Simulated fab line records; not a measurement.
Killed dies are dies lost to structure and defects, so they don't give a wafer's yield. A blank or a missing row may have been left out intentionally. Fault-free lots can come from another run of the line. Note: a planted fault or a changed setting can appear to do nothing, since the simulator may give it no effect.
Split-lot trial || flow berkeley_cmos170 || 5 lots, 23 wafers read, on a route of 331 steps

== THE SPLIT ==
At UCB170_PWELL_CVD_05 (deposits Si3N4 from SiH2Cl2/NH3, target thk 220 nm, time 3300 s), the setting sih2cl2_flow_sccm was moved away from the recipe's 25 sccm on 10 of the 23 wafers read, by -14.9% to +14.7%. The other wafers ran this setting at the recipe's value.

There is no step in the file separating the split from the reading.

== THE READING ==
PWELL_NITRIDE_THK, in nm, at UCB170_PWELL_THK_MEAS_06. Fault-free wafers of this fab line usually give 220.2 nm, standard deviation 1.7 nm.

{"wafer": "L075.1", "tool, chamber at the split": "-, -", "sih2cl2_flow_sccm as run, sccm": 21.27, "against the recipe": "-14.9%", "PWELL_NITRIDE_THK, nm": 209.9, "against lot-mates on the recipe": "no lot-mate on the recipe"}
{"wafer": "L075.2", "tool, chamber at the split": "-, -", "sih2cl2_flow_sccm as run, sccm": 21.27, "against the recipe": "-14.9%", "PWELL_NITRIDE_THK, nm": 211.0, "against lot-mates on the recipe": "no lot-mate on the recipe"}
{"wafer": "L075.3", "tool, chamber at the split": "-, -", "sih2cl2_flow_sccm as run, sccm": 21.27, "against the recipe": "-14.9%", "PWELL_NITRIDE_THK, nm": 210.7, "against lot-mates on the recipe": "no lot-mate on the recipe"}
{"wafer": "L075.4", "tool, chamber at the split": "-, -", "sih2cl2_flow_sccm as run, sccm": 21.27, "against the recipe": "-14.9%", "PWELL_NITRIDE_THK, nm": 212.7, "against lot-mates on the recipe": "no lot-mate on the recipe"}
{"wafer": "L075.6", "tool, chamber at the split": "-, -", "sih2cl2_flow_sccm as run, sccm": 21.27, "against the recipe": "-14.9%", "PWELL_NITRIDE_THK, nm": 210.6, "against lot-mates on the recipe": "no lot-mate on the recipe"}
{"wafer": "L077.1", "tool, chamber at the split": "-, -", "sih2cl2_flow_sccm as run, sccm": 25, "against the recipe": "recipe", "PWELL_NITRIDE_THK, nm": 221.1, "against lot-mates on the recipe": "-"}
{"wafer": "L077.2", "tool, chamber at the split": "-, -", "sih2cl2_flow_sccm as run, sccm": 25, "against the recipe": "recipe", "PWELL_NITRIDE_THK, nm": 219.6, "against lot-mates on the recipe": "-"}
{"wafer": "L077.4", "tool, chamber at the split": "-, -", "sih2cl2_flow_sccm as run, sccm": 25, "against the recipe": "recipe", "PWELL_NITRIDE_THK, nm": 218.8, "against lot-mates on the recipe": "-"}
{"wafer": "L077.5", "tool, chamber at the split": "-, -", "sih2cl2_flow_sccm as run, sccm": 25, "against the recipe": "recipe", "PWELL_NITRIDE_THK, nm": 219.3, "against lot-mates on the recipe": "-"}
{"wafer": "L077.6", "tool, chamber at the split": "-, -", "sih2cl2_flow_sccm as run, sccm": 25, "against the recipe": "recipe", "PWELL_NITRIDE_THK, nm": 221.0, "against lot-mates on the recipe": "-"}
{"wafer": "L076.1", "tool, chamber at the split": "-, -", "sih2cl2_flow_sccm as run, sccm": 28.68, "against the recipe": "+14.7%", "PWELL_NITRIDE_THK, nm": 227.7, "against lot-mates on the recipe": "no lot-mate on the recipe"}
{"wafer": "L076.2", "tool, chamber at the split": "-, -", "sih2cl2_flow_sccm as run, sccm": 28.68, "against the recipe": "+14.7%", "PWELL_NITRIDE_THK, nm": 227.1, "against lot-mates on the recipe": "no lot-mate on the recipe"}
{"wafer": "L076.4", "tool, chamber at the split": "-, -", "sih2cl2_flow_sccm as run, sccm": 28.68, "against the recipe": "+14.7%", "PWELL_NITRIDE_THK, nm": 227.9, "against lot-mates on the recipe": "no lot-mate on the recipe"}
{"wafer": "L076.5", "tool, chamber at the split": "-, -", "sih2cl2_flow_sccm as run, sccm": 28.68, "against the recipe": "+14.7%", "PWELL_NITRIDE_THK, nm": 227.9, "against lot-mates on the recipe": "no lot-mate on the recipe"}
{"wafer": "L076.6", "tool, chamber at the split": "-, -", "sih2cl2_flow_sccm as run, sccm": 28.68, "against the recipe": "+14.7%", "PWELL_NITRIDE_THK, nm": 227.1, "against lot-mates on the recipe": "no lot-mate on the recipe"}
{"wafer": "L079.1", "tool, chamber at the split": "-, -", "sih2cl2_flow_sccm as run, sccm": 25, "against the recipe": "recipe", "PWELL_NITRIDE_THK, nm": 218.3, "against lot-mates on the recipe": "-"}
{"wafer": "L079.2", "tool, chamber at the split": "-, -", "sih2cl2_flow_sccm as run, sccm": 25, "against the recipe": "recipe", "PWELL_NITRIDE_THK, nm": 218.9, "against lot-mates on the recipe": "-"}
{"wafer": "L079.4", "tool, chamber at the split": "-, -", "sih2cl2_flow_sccm as run, sccm": 25, "against the recipe": "recipe", "PWELL_NITRIDE_THK, nm": 219.2, "against lot-mates on the recipe": "-"}
{"wafer": "L079.5", "tool, chamber at the split": "-, -", "sih2cl2_flow_sccm as run, sccm": 25, "against the recipe": "recipe", "PWELL_NITRIDE_THK, nm": 219.2, "against lot-mates on the recipe": "-"}
{"wafer": "L079.6", "tool, chamber at the split": "-, -", "sih2cl2_flow_sccm as run, sccm": 25, "against the recipe": "recipe", "PWELL_NITRIDE_THK, nm": 218.3, "against lot-mates on the recipe": "-"}
{"wafer": "L083.2", "tool, chamber at the split": "lpcvd-01, 0", "sih2cl2_flow_sccm as run, sccm": 25, "against the recipe": "recipe", "PWELL_NITRIDE_THK, nm": 220.8, "against lot-mates on the recipe": "-"}
{"wafer": "L083.3", "tool, chamber at the split": "lpcvd-01, 0", "sih2cl2_flow_sccm as run, sccm": 25, "against the recipe": "recipe", "PWELL_NITRIDE_THK, nm": 222.4, "against lot-mates on the recipe": "-"}
{"wafer": "L083.5", "tool, chamber at the split": "lpcvd-01, 0", "sih2cl2_flow_sccm as run, sccm": 25, "against the recipe": "recipe", "PWELL_NITRIDE_THK, nm": 222.2, "against lot-mates on the recipe": "-"}

FIT RESULTS
A straight line over all 23 wafers: PWELL_NITRIDE_THK changes by +0.559 nm for each +1% of sih2cl2_flow_sccm; r = +0.98; the points scatter about the line by 1.2 nm.
Too few moved wafers have a lot-mate on the recipe to fit a line with each lot's own level taken away.

== THE WHOLE CHAIN: every reading that the file lists as answering this split, in the file's order ==
{"step": "UCB170_PWELL_CVD_05", "what it does": "deposits Si3N4 from SiH2Cl2/NH3, target thk 220 nm, time 3300 s", "reading": "Si3N4_of_PWELL_CVD_05.thk_nm (the simulator's own value, which no gauge read)", "change (the file's fit)": "+0.56 nm for each +1% of the setting", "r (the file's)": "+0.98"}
{"step": "UCB170_PWELL_THK_MEAS_06", "what it does": "", "reading": "PWELL_NITRIDE_THK", "change (the file's fit)": "+0.559 for each +1% of the setting", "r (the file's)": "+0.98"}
{"step": "UCB170_PWELL_ETCH_14", "what it does": "etches Si3N4 in CH3F/Ar/O2, stops on SiO2, target depth 242 nm, time 151 s", "reading": "etch.depth_nm (the simulator's own value, which no gauge read)", "change (the file's fit)": "+0.56 nm for each +1% of the setting", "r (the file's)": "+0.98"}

== FILE'S OWN FIT ==
PWELL_NITRIDE_THK changes by +0.559 nm for each +1% of sih2cl2_flow_sccm, r = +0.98.
